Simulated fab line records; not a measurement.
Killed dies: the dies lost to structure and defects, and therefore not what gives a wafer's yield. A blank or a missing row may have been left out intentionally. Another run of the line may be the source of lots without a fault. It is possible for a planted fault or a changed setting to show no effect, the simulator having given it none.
Which tool did it? / flow berkeley_cmos170 / 15 lots with 45 wafers sampled at 3 steps, on a route of 331 steps

WHAT THE GAUGES READ, wafer by wafer
UCB170_PWELL_TW_MEAS_17. Usual: PWELL_TW 379.1, standard deviation 2.2.
lot=L258; measured=day 2 20:35; on=film_metro-01; PWELL_TW=380.4 380.2 382.3; flag=
lot=L260; measured=day 3 17:31; on=film_metro-01; PWELL_TW=379.5 377.8 376.9; flag=
lot=L262; measured=day 4 02:57; on=film_metro-01; PWELL_TW=378.1 376.8 376.7; flag=
lot=L264; measured=day 4 17:00; on=film_metro-03; PWELL_TW=381.3 377.7 382.2; flag=
lot=L265; measured=day 4 22:34; on=film_metro-01; PWELL_TW=377.0 376.8 377.5; flag=
lot=L266; measured=day 4 22:49; on=film_metro-03; PWELL_TW=378.4 376.8 379.9; flag=
lot=L268; measured=day 5 08:09; on=film_metro-04; PWELL_TW=377.5 377.8 377.1; flag=
lot=L267; measured=day 5 08:13; on=film_metro-01; PWELL_TW=378.3 379.3 377.6; flag=
lot=L269; measured=day 5 14:58; on=film_metro-01; PWELL_TW=379.4 376.7 377.2; flag=
lot=L271; measured=day 6 01:42; on=film_metro-03; PWELL_TW=383.8 380.9 381.5; flag=
lot=L272; measured=day 6 07:13; on=film_metro-03; PWELL_TW=381.8 382.3 382.2; flag=
lot=L274; measured=day 6 21:38; on=film_metro-03; PWELL_TW=380.7 383.6 381.4; flag=
lot=L276; measured=day 7 03:24; on=film_metro-01; PWELL_TW=377.9 380.0 380.4; flag=
lot=L278; measured=day 7 11:17; on=film_metro-03; PWELL_TW=376.8 380.4 377.0; flag=
lot=L279; measured=day 7 11:34; on=film_metro-03; PWELL_TW=380.6 377.5 379.7; flag=

UCB170_SACOX_THK_MEAS_02. Usual: SACOX_OXIDE_THK 14.34 nm, standard deviation 0.3.
lot=L258; measured=day 4 22:15; on=film_metro-02; SACOX_OXIDE_THK (nm)=14.40 14.42 14.42; flag=
lot=L260; measured=day 5 16:55; on=film_metro-04; SACOX_OXIDE_THK (nm)=14.08 14.52 14.43; flag=
lot=L262; measured=day 6 03:08; on=film_metro-03; SACOX_OXIDE_THK (nm)=14.62 14.54 14.60; flag=
lot=L264; measured=day 7 00:01; on=film_metro-03; SACOX_OXIDE_THK (nm)=14.79 14.71 14.73; flag=
lot=L265; measured=day 7 00:01; on=film_metro-04; SACOX_OXIDE_THK (nm)=14.43 14.52 14.26; flag=
lot=L266; measured=day 7 07:11; on=film_metro-04; SACOX_OXIDE_THK (nm)=14.06 14.23 14.13; flag=
lot=L268; measured=day 7 12:40; on=film_metro-02; SACOX_OXIDE_THK (nm)=13.62 13.86 13.97; flag=
lot=L267; measured=day 7 12:40; on=film_metro-03; SACOX_OXIDE_THK (nm)=14.14 13.97 14.06; flag=
lot=L269; measured=day 7 18:52; on=film_metro-04; SACOX_OXIDE_THK (nm)=13.94 14.03 14.22; flag=
lot=L271; measured=day 8 03:41; on=film_metro-03; SACOX_OXIDE_THK (nm)=14.20 14.49 14.19; flag=
lot=L272; measured=day 8 15:58; on=film_metro-04; SACOX_OXIDE_THK (nm)=13.83 14.02 14.01; flag=
lot=L274; measured=day 8 22:50; on=film_metro-02; SACOX_OXIDE_THK (nm)=14.75 14.53 14.47; flag=
lot=L276; measured=day 8 22:50; on=film_metro-04; SACOX_OXIDE_THK (nm)=14.61 14.53 14.57; flag=
lot=L278; measured=day 9 14:21; on=film_metro-03; SACOX_OXIDE_THK (nm)=14.14 14.07 14.13; flag=
lot=L279; measured=day 9 14:21; on=film_metro-02; SACOX_OXIDE_THK (nm)=14.06 14.31 13.98; flag=

WHICH TOOL RAN EACH LOT (tool, then ch and the chambers of the sampled wafers, then the start)
lot=L258; UCB170_PFIELD_STRIP_08=plasma_asher-02 ch 0,1, day 4 04:47
lot=L260; UCB170_PFIELD_STRIP_08=plasma_asher-04 ch 0,1, day 4 20:32
lot=L262; UCB170_PFIELD_STRIP_08=plasma_asher-03 ch 0,1, day 5 07:45
lot=L264; UCB170_PFIELD_STRIP_08=plasma_asher-04 ch 0,1, day 6 00:13
lot=L265; UCB170_PFIELD_STRIP_08=plasma_asher-03 ch 0,1, day 6 00:29
lot=L266; UCB170_PFIELD_STRIP_08=plasma_asher-03 ch 0,1, day 6 09:58
lot=L268; UCB170_PFIELD_STRIP_08=plasma_asher-04 ch 0,1, day 6 15:27
lot=L267; UCB170_PFIELD_STRIP_08=plasma_asher-03 ch 0,1, day 6 15:08
lot=L269; UCB170_PFIELD_STRIP_08=plasma_asher-03 ch 0,1, day 6 20:56
lot=L271; UCB170_PFIELD_STRIP_08=plasma_asher-03 ch 0,1, day 7 09:52
lot=L272; UCB170_PFIELD_STRIP_08=plasma_asher-03 ch 0,1, day 7 18:14
lot=L274; UCB170_PFIELD_STRIP_08=plasma_asher-02 ch 0,1, day 8 07:40
lot=L276; UCB170_PFIELD_STRIP_08=plasma_asher-03 ch 0,1, day 8 07:23
lot=L278; UCB170_PFIELD_STRIP_08=plasma_asher-04 ch 0,1, day 9 00:44
lot=L279; UCB170_PFIELD_STRIP_08=plasma_asher-03 ch 0,1, day 9 01:01
- UCB170_PFIELD_STRIP_08: strips in O2.

WHAT THE TOOLS THEMSELVES READ (means of the sampled wafers that have a number; where no wafer has one, the mark that the record gives instead)
UCB170_PFIELD_STRIP_08. Usual: drypump_motor_current_A 5.9 A, standard deviation 0.57; oes_product_au 0.735 a.u., standard deviation 0.0044; strip_time_to_endpoint_s 21.68 s, standard deviation 0.072.
lot=L258; tool=plasma_asher-02; drypump_motor_current_A (A)=5.8; oes_product_au (a.u.)=0.736; strip_time_to_endpoint_s (s)=21.63; flag=
lot=L260; tool=plasma_asher-04; drypump_motor_current_A (A)=6.5; oes_product_au (a.u.)=0.730; strip_time_to_endpoint_s (s)=21.55; flag=
lot=L262; tool=plasma_asher-03; drypump_motor_current_A (A)=5.3; oes_product_au (a.u.)=0.733; strip_time_to_endpoint_s (s)=21.70; flag=
lot=L264; tool=plasma_asher-04; drypump_motor_current_A (A)=6.5; oes_product_au (a.u.)=0.737; strip_time_to_endpoint_s (s)=21.61; flag=
lot=L265; tool=plasma_asher-03; drypump_motor_current_A (A)=5.5; oes_product_au (a.u.)=0.737; strip_time_to_endpoint_s (s)=21.73; flag=
lot=L266; tool=plasma_asher-03; drypump_motor_current_A (A)=5.3; oes_product_au (a.u.)=0.737; strip_time_to_endpoint_s (s)=21.75; flag=
lot=L268; tool=plasma_asher-04; drypump_motor_current_A (A)=6.6; oes_product_au (a.u.)=0.735; strip_time_to_endpoint_s (s)=21.64; flag=
lot=L267; tool=plasma_asher-03; drypump_motor_current_A (A)=5.5; oes_product_au (a.u.)=0.737; strip_time_to_endpoint_s (s)=21.76; flag=
lot=L269; tool=plasma_asher-03; drypump_motor_current_A (A)=5.3; oes_product_au (a.u.)=0.737; strip_time_to_endpoint_s (s)=21.61; flag=
lot=L271; tool=plasma_asher-03; drypump_motor_current_A (A)=5.5; oes_product_au (a.u.)=0.734; strip_time_to_endpoint_s (s)=21.60; flag=
lot=L272; tool=plasma_asher-03; drypump_motor_current_A (A)=5.3; oes_product_au (a.u.)=0.734; strip_time_to_endpoint_s (s)=21.75; flag=
lot=L274; tool=plasma_asher-02; drypump_motor_current_A (A)=5.9; oes_product_au (a.u.)=0.741; strip_time_to_endpoint_s (s)=21.68; flag=
lot=L276; tool=plasma_asher-03; drypump_motor_current_A (A)=5.5; oes_product_au (a.u.)=0.733; strip_time_to_endpoint_s (s)=21.67; flag=
lot=L278; tool=plasma_asher-04; drypump_motor_current_A (A)=6.5; oes_product_au (a.u.)=0.731; strip_time_to_endpoint_s (s)=21.68; flag=
lot=L279; tool=plasma_asher-03; drypump_motor_current_A (A)=5.3; oes_product_au (a.u.)=0.733; strip_time_to_endpoint_s (s)=21.74; flag=

THE ANSWER, worked out from the rows above alone
Rule: lot off if the mean of its wafers having a number is beyond 3 standard deviations from the usual mean. Also off: a lot with no number at a reading for which 4 or more lots have one. The other lots that the step has rows for count as sound. After the gauges, taken in route order, come the tools' own readings; for these a lot's mean is taken, as printed above. At the first step where some lot is off, the reading lying furthest off is the one used; lots without a number count as furthest.
No lot is off at any reading shown: from this, nothing can be told.

WHAT THE SIMULATOR HAD PUT IN
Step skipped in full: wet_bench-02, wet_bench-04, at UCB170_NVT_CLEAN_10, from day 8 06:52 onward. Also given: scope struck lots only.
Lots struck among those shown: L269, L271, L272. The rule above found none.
